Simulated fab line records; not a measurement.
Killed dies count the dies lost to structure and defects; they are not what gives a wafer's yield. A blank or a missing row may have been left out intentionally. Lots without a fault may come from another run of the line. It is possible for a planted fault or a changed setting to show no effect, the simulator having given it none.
fab line records | flow rit-cmos
record lots=6 | wafers=18 | last-day=7
route steps=202 shown NSD@141 PSD@142 SDANNEAL@153 M1@202
lots that met no fault: taken from a fault-free run of the same line
start-h: hours from the record's first day to the start of the lot's first wafer shown | wait-h: hours from the lot's prior step to this one | " the same as in the row above | L1.1+2: a row that stands for several wafers | - no value present, or no start provided | * or withheld: withheld | < > ~ a bound
route shown NAME@n: names a module that has steps shown in the file, with the first one's number in the route | usual: mean/standard deviation taken from wafers without a fault | same: alike in all rows | chamber/n: place in a boat | sites: each site's reading | _std_site: standard deviation across them | _edge_site: inner sites' mean taken away from outer sites' mean | radius-mm: how far each site lies from the wafer's centre | mask NAME#n: copy n | behind: the last tool/chamber to shape the wafer | hold: why the lot went on hold/how many hours it stayed there/how the hold came to an end | device: transistor that didn't switch, given as n, p or np | end of line: the route-end tests of the same wafers | a step given without rows: its recipe and nothing more | killed: the dies lost at the first sort to structure and to defects; this is not the yield of the wafer | map: a wafer's dies, x killed, . not, _ none there
set.NAME: the setting as run; set.NAME@STEP: as run at that earlier step | model.NAME: the simulator's own value behind a step, which no gauge read
a table for each step, a row for each wafer; lots at some steps of the route
services: from which hour (start-h, from the record's first day; less than 0 if before it) a tool's chamber was out of use, for how many hours, and why
## steps
# step RIT_NSD_TW_MEAS_10
# usual NSD_TW=3118/18
lot.wafer | tool          | chamber | start-h | wait-h | NSD_TW
L583.1    | film-metro-04 | -       | 59.51   | 0.1    | 3103
L583.2    | "             | -       | "       | "      | 3104
L583.6    | "             | -       | "       | "      | 3107
L584.3    | film-metro-01 | -       | 63.74   | 0.1    | 3148
L584.4    | "             | -       | "       | "      | 3135
L584.5    | "             | -       | "       | "      | 3136
L585.2    | film-metro-04 | -       | 68.21   | 0.1    | 3113
L585.3    | "             | -       | "       | "      | 3110
L585.6    | "             | -       | "       | "      | 3118
L593.1    | film-metro-03 | -       | 108.13  | 0.1    | 3127
L593.4    | "             | -       | "       | "      | 3127
L593.6    | "             | -       | "       | "      | 3126
L600.1    | film-metro-04 | -       | 143.87  | 0.1    | 3128
L600.2    | "             | -       | "       | "      | 3125
L600.6    | "             | -       | "       | "      | 3135
L603.1    | film-metro-03 | -       | 158.09  | 0.1    | 3101
L603.2    | "             | -       | "       | "      | 3113
L603.6    | "             | -       | "       | "      | 3113
# step RIT_PSD_HMDS_00
# recipe prime-time-s=60 | prime-temp-c=140
# step RIT_PSD_COAT_01
# recipe resist=NOVOLAK | spin-rpm=3250 | resist-thk-nm=1000
# step RIT_PSD_SOFTBAKE_02
# recipe resist=NOVOLAK | temp-c=90 | time-s=60
# step RIT_PSD_EXPOSE_03
# recipe mask-id=M10 | na=0.57 | target-cd-nm=40900 | dose-mj=250
# step RIT_PSD_PEB_04
# recipe resist=NOVOLAK | temp-c=withheld | time-s=withheld
# step RIT_PSD_DEVELOP_05
# recipe resist=NOVOLAK | develop-time-s=50 | dev-temp-c=23
# step RIT_PSD_OVL_MEAS_06
# usual PSD_OVL=0.5/1.5
lot.wafer | tool       | chamber | start-h | wait-h | PSD_OVL[nm]
L583.1    | overlay-01 | -       | 60.55   | -      | -3.5
L583.2    | "          | -       | "       | "      | -0.5
L583.6    | "          | -       | "       | "      | -1.7
L584.3    | overlay-01 | -       | 64.64   | -      | 1.4
L584.4    | "          | -       | "       | "      | -0.6
L584.5    | "          | -       | "       | "      | 0.4
L585.2    | overlay-01 | -       | 69.24   | -      | 2.3
L585.3    | "          | -       | "       | "      | 2.5
L585.6    | "          | -       | "       | "      | 3.1
L593.1    | overlay-01 | -       | 109.04  | -      | 1.4
L593.4    | "          | -       | "       | "      | 1.0
L593.6    | "          | -       | "       | "      | 0.7
L600.1    | overlay-02 | -       | 144.94  | -      | -0.4
L600.2    | "          | -       | "       | "      | -0.1
L600.6    | "          | -       | "       | "      | 1.1
L603.1    | overlay-02 | -       | 159.23  | -      | -0.4
L603.2    | "          | -       | "       | "      | -2.1
L603.6    | "          | -       | "       | "      | 0.0
# step RIT_PSD_HARDBAKE_07
# recipe resist=NOVOLAK | temp-c=140 | time-s=60
# step RIT_PSD_IMPLANT_08
# recipe species=BF2 | energy-kev=27 | dose-cm2=5e+15 | tilt-deg=7
# step RIT_PSD_STRIP_09
# recipe chemistry=O2 | time-s=180 | resist=NOVOLAK | platen-temp-c=withheld | power-w=500 | pressure-mtorr=4000 | o2-flow-sccm=4000
# usual drypump-motor-current-A=5.62/0.29
lot.wafer | tool            | chamber | start-h | wait-h | drypump-motor-current-A | rf-hours-counter-h
L583.1    | plasma-asher-01 | 0       | 60.89   | 0.1    | 5.39                    | 41
L583.2    | "               | 1       | "       | "      | 6.05                    | 41
L583.6    | "               | 1       | "       | "      | 6.05                    | -
L584.3    | plasma-asher-01 | 1       | 65.03   | 0.1    | 6.05                    | -
L584.4    | "               | 0       | "       | "      | 5.40                    | -
L584.5    | "               | 1       | "       | "      | 6.03                    | -
L585.2    | plasma-asher-01 | 1       | 69.57   | 0.1    | 6.06                    | 42
L585.3    | "               | 1       | "       | "      | 6.05                    | -
L585.6    | "               | 1       | "       | "      | 6.04                    | -
L593.1    | plasma-asher-03 | 1       | 109.37  | 0.1    | 5.45                    | 48
L593.4    | "               | 1       | "       | "      | 5.43                    | -
L593.6    | "               | 0       | "       | "      | 5.27                    | -
L600.1    | plasma-asher-01 | 0       | 145.27  | 0.1    | 5.38                    | 2
L600.2    | "               | 1       | "       | "      | 6.04                    | 2
L600.6    | "               | 1       | "       | "      | 6.03                    | -
L603.1    | plasma-asher-01 | 1       | 159.76  | 0.1    | 6.03                    | 4
L603.2    | "               | 0       | "       | "      | 5.40                    | 4
L603.6    | "               | 0       | "       | "      | 5.39                    | -
# step RIT_PSD_TW_MEAS_10
# usual PSD_TW=3427/20
lot.wafer | tool          | chamber | start-h | wait-h | PSD_TW
L583.1    | film-metro-03 | -       | 61.06   | 0.1    | 3426
L583.2    | "             | -       | "       | "      | 3404
L583.6    | "             | -       | "       | "      | 3400
L584.3    | film-metro-04 | -       | 65.16   | 0.1    | 3413
L584.4    | "             | -       | "       | "      | 3443
L584.5    | "             | -       | "       | "      | 3431
L585.2    | film-metro-03 | -       | 69.76   | 0.1    | 3410
L585.3    | "             | -       | "       | "      | 3414
L585.6    | "             | -       | "       | "      | 3420
L593.1    | film-metro-04 | -       | 109.55  | 0.1    | 3446
L593.4    | "             | -       | "       | "      | 3429
L593.6    | "             | -       | "       | "      | 3444
L600.1    | film-metro-04 | -       | 145.45  | 0.1    | 3399
L600.2    | "             | -       | "       | "      | 3432
L600.6    | "             | -       | "       | "      | 3392
L603.1    | film-metro-01 | -       | 159.93  | 0.1    | 3475
L603.2    | "             | -       | "       | "      | 3461
L603.6    | "             | -       | "       | "      | 3469
# step RIT_SDANNEAL_CLEAN_00
# recipe chemistry=SC1 | mix=3:3:50 | time-s=600 | temp-c=75
# usual temp-c=74.99/0.12
lot.wafer | tool         | chamber | start-h | wait-h | temp-c
L583.1    | wet-bench-02 | 1       | 61.12   | 0.1    | 74.42
L583.2    | "            | 1       | "       | "      | 74.31
L583.6    | "            | 1       | "       | "      | 74.17
L584.3    | wet-bench-02 | 1       | 65.20   | 0.0    | 74.21
L584.4    | "            | 1       | "       | "      | 74.12
L584.5    | "            | 1       | "       | "      | 74.15
L585.2    | wet-bench-04 | 1       | 69.81   | 0.0    | 74.80
L585.3    | "            | 1       | "       | "      | 75.17
L585.6    | "            | 1       | "       | "      | 74.87
L593.1    | wet-bench-03 | 1       | 109.61  | 0.1    | 75.10
L593.4    | "            | 1       | "       | "      | 75.09
L593.6    | "            | 1       | "       | "      | 75.07
L600.1    | wet-bench-02 | 0       | 145.51  | 0.1    | 74.92
L600.2    | "            | 0       | "       | "      | 74.96
L600.6    | "            | 0       | "       | "      | 74.96
L603.1    | wet-bench-04 | 3       | 159.99  | 0.1    | 75.00
L603.2    | "            | 3       | "       | "      | 74.82
L603.6    | "            | 3       | "       | "      | 75.13
# step RIT_SDANNEAL_CLEAN_01
# recipe chemistry=dHF | dilution=50:1 | time-s=30
# step RIT_M1_PROBE_99
# usual killed-at-contacts=0.0/0.22 | killed-at-front-end=7/3 | killed-dies=7/3.1 | killed-open=3.4/2.1 | killed-short=3.2/1.9
# same gross-dies=264 | killed_at_M0_to_M3=0 | killed_at_M4_up=0 | killed-at-back-side=0 | killed-at-other=0
lot.wafer | tool      | chamber | start-h | wait-h | killed-at-contacts | killed-at-front-end | killed-dies | killed-open | killed-short
L583.1    | prober-01 | -       | 68.92   | 0.1    | 0                  | 2                   | 2           | 1           | 1
L583.2    | prober-01 | -       | 68.97   | 0.1    | 0                  | 6                   | 6           | 2           | 4
L583.6    | prober-01 | -       | 69.17   | 0.2    | 0                  | 4                   | 4           | 1           | 3
L584.3    | prober-01 | -       | 73.38   | 0.2    | 0                  | 5                   | 5           | 1           | 4
L584.4    | prober-01 | -       | 73.43   | 0.2    | 0                  | 8                   | 8           | 5           | 3
L584.5    | prober-01 | -       | 73.48   | 0.2    | 0                  | 8                   | 8           | 2           | 6
L585.2    | prober-02 | -       | 78.75   | 0.1    | 1                  | 5                   | 6           | 2           | 4
L585.3    | prober-02 | -       | 78.80   | 0.2    | 0                  | 11                  | 11          | 8           | 3
L585.6    | prober-02 | -       | 78.95   | 0.2    | 0                  | 8                   | 8           | 5           | 3
L593.1    | prober-02 | -       | 117.43  | 0.1    | 0                  | 9                   | 9           | 5           | 4
L593.4    | prober-02 | -       | 117.58  | 0.2    | 0                  | 6                   | 6           | 3           | 3
L593.6    | prober-02 | -       | 117.68  | 0.2    | 0                  | 2                   | 2           | 1           | 1
L600.1    | prober-01 | -       | 153.29  | 0.1    | 0                  | 2                   | 2           | 1           | 1
L600.2    | prober-01 | -       | 153.34  | 0.1    | 0                  | 5                   | 5           | 1           | 4
L600.6    | prober-01 | -       | 153.54  | 0.2    | 0                  | 3                   | 3           | 2           | 1
L603.1    | prober-02 | -       | 168.67  | 0.1    | 0                  | 4                   | 4           | 3           | 1
L603.2    | prober-02 | -       | 168.72  | 0.1    | 0                  | 13                  | 13          | 7           | 6
L603.6    | prober-02 | -       | 168.92  | 0.2    | 0                  | 2                   | 2           | 1           | 1
# killed by level:class
L583.1 GATE:geometric-particle:open=1 SILICIDE:geometric-particle:short=1
L583.2 REOX:geometric-particle:short=2 FOX2:geometric-particle:short=1 FOX2:geometric-particle:open=1 GATE:geometric-particle:open=1 GATE:geometric-particle:short=1
L583.6 GATE:geometric-particle:short=2 FOX2:geometric-particle:short=1 GATE:geometric-particle:open=1
L584.3 GATE:geometric-particle:short=2 FOX1:geometric-particle:short=1 FOX2:geometric-particle:open=1 REOX:geometric-particle:short=1
L584.4 SPACER:geometric-particle:open=3 GATE:geometric-particle:open=2 GATE:geometric-particle:short=2 SPACER:geometric-particle:short=1
L584.5 GATE:geometric-particle:short=5 GATE:geometric-particle:open=1 REOX:geometric-particle:open=1 SPACER:geometric-particle:short=1
L585.2 FOX1:geometric-particle:open=1 FOX2:geometric-particle:short=1 GATE:geometric-particle:short=1 SPACER:geometric-particle:open=1 SILICIDE:geometric-particle:short=1 CONTACT:geometric-particle:short=1
L585.3 SPACER:geometric-particle:open=4 GATE:geometric-particle:open=3 GATE:geometric-particle:short=2 FOX2:geometric-particle:open=1 REOX:geometric-particle:short=1
L585.6 FOX2:geometric-particle:open=2 FOX1:geometric-particle:open=1 FOX2:geometric-particle:short=1 GATE:geometric-particle:short=1 SPACER:geometric-particle:short=1 SPACER:geometric-particle:open=1 SILICIDE:geometric-particle:open=1
L593.1 GATE:geometric-particle:open=2 SILICIDE:geometric-particle:short=2 FOX1:geometric-particle:open=1 GATE:geometric-particle:short=1 REOX:geometric-particle:open=1 REOX:geometric-particle:short=1 SILICIDE:geometric-particle:open=1
L593.4 GATE:geometric-particle:open=2 ACTIVE:geometric-particle:open=1 FOX1:geometric-particle:short=1 FOX2:geometric-particle:short=1 GATE:geometric-particle:short=1
L593.6 GATE:geometric-particle:open=1 SILICIDE:geometric-particle:short=1
L600.1 FOX1:geometric-particle:short=1 FOX2:geometric-particle:open=1
L600.2 GATE:geometric-particle:short=2 FOX2:geometric-particle:short=1 GATE:geometric-particle:open=1 SPACER:geometric-particle:short=1
L600.6 FOX2:geometric-particle:short=1 GATE:geometric-particle:open=1 REOX:geometric-particle:open=1
L603.1 FOX2:geometric-particle:open=1 GATE:geometric-particle:short=1 REOX:geometric-particle:open=1 SILICIDE:geometric-particle:open=1
L603.2 FOX1:geometric-particle:open=3 GATE:geometric-particle:short=3 GATE:geometric-particle:open=3 FOX1:geometric-particle:short=1 SPACER:geometric-particle:short=1 SILICIDE:geometric-particle:open=1 SILICIDE:geometric-particle:short=1
L603.6 GATE:geometric-particle:open=1 REOX:geometric-particle:short=1
## services
tool            | chamber | start-h | hours | kind
wet-bench-04    | -       | 82.53   | 3.8   | repair
plasma-asher-01 | -       | 108.75  | 9.0   | pm
plasma-asher-01 | 0       | 108.75  | 9.0   | vent-cycle
plasma-asher-01 | 1       | 108.75  | 9.0   | vent-cycle
plasma-asher-03 | -       | 114.87  | 0.8   | repair
plasma-asher-01 | 0       | 117.75  | -     | clean
plasma-asher-01 | 1       | 117.75  | -     | clean
wet-bench-04    | -       | 122.70  | 1.9   | pm
## key
first-sign step=RIT_SDANNEAL_CLEAN_00 | reading=temp-c | direction=down | sigmas=6.4 | usual=* | struck=*
effect none on later readings
met-at RIT_SDANNEAL_CLEAN_00
struck-wafers L583.1,L583.2,L583.6,L584.3,L584.4,L584.5
tester-left-out L583,L584
fault kind=process-parameter-drift | tool=wet-bench-02 | chamber=1 | onset-h=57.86 | steps=RIT_SDANNEAL_CLEAN_00 | channel=temp-c | offset=* | shape=step | end-h=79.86 | acts-in=* | stated=*
# tester-left-out: of these lots the tester's yield and bins aren't shown, on N5 and GAA mostly nor the transistor test; their killed dies are dies lost to structure and defects alone, not to doping, threshold or leakage, so they don't give the yield
